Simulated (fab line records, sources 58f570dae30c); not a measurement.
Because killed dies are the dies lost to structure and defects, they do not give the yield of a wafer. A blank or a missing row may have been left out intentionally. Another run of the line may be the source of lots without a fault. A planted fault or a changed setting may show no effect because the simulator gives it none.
Which of the tools did it?    flow berkeley cmos170    7 lots, 21 wafers sampled, at 3 steps of a route of 331

WHAT THE GAUGES SHOWED, per wafer
UCB170_ACTIVE_CD_MEAS_90: the cd target is 1200 nm.
lot   measured     on         cd nm (nm)
L977  day 4 13:52  cd sem-01  1202.9 1201.4 1201.2
L980  day 4 19:17  cd sem-01  1198.9 1199.1 1200.1
L982  day 5 08:28  cd sem-02  - - -
L992  day 7 19:05  cd sem-01  1199.7 1199.5 1200.2
L994  day 8 11:16  cd sem-02  1200.2 1201.4 1200.3
L996  day 8 23:13  cd sem-02  1199.0 1200.2 1200.7
L998  day 9 13:16  cd sem-01  1200.4 1199.4 1200.0

TOOL THAT RAN EACH LOT (tool first, then ch and the chambers of the sampled wafers, then the start)
lot   UCB170_ACTIVE_ETCH_15              UCB170_ACTIVE_STRIP_16
L977  rie diel-04 ch 1,2, day 4 13:32    plasma asher-02 ch 0,1, day 4 13:38
L980  rie diel-01 ch 0,3, day 4 19:05    plasma asher-03 ch 0,1, day 4 19:11
L982  rie diel-01 ch 2,3, day 5 08:16    plasma asher-01 ch 0,1, day 5 08:22
L992  rie diel-03 ch 0,1,2, day 7 18:53  plasma asher-02 ch 0,1, day 7 18:59
L994  rie diel-01 ch 0,2,3, day 8 11:03  plasma asher-01 ch 1, day 8 11:09
L996  rie diel-03 ch 0,1, day 8 22:59    plasma asher-02 ch 0,1, day 8 23:05
L998  rie diel-04 ch 0,1,3, day 9 13:00  plasma asher-01 ch 0,1, day 9 13:08
- UCB170_ACTIVE_ETCH_15: etches Si3N4 in CH3F/Ar/O2, stops on SiO2, target depth 242 nm, time 151 s.
- UCB170_ACTIVE_STRIP_16: strips in O2.

THE ANSWER, worked out from the rows above alone
Rule: what is usual is taken from the lots themselves. The widest of any qualifying gaps counts: lots, ordered by their means at a reading, are off when they make up no more than a third of the lots, leave a main group of 4 or more, and stand apart from it by 3 or more times the standard deviation of that group's means. If all means in a main group match to the digits the tables above print for the reading, that group is not used. Also off: a lot with no number at a reading for which 4 or more lots have one. The other lots that the step has rows for count as sound.
Off, at UCB170_ACTIVE_CD_MEAS_90 on cd nm: L982. Without a number there: L982. The main group: mean 1200.3 nm, standard deviation 0.8.
A tool fits if, at a process step before that reading, it ran every lot that is off, and no sound lot after the first of them. Gauges at UCB170_ACTIVE_CD_MEAS_90: tried the same way as those tools. None of those tried fits.

WHAT HAD BEEN PUT IN BY THE SIMULATOR
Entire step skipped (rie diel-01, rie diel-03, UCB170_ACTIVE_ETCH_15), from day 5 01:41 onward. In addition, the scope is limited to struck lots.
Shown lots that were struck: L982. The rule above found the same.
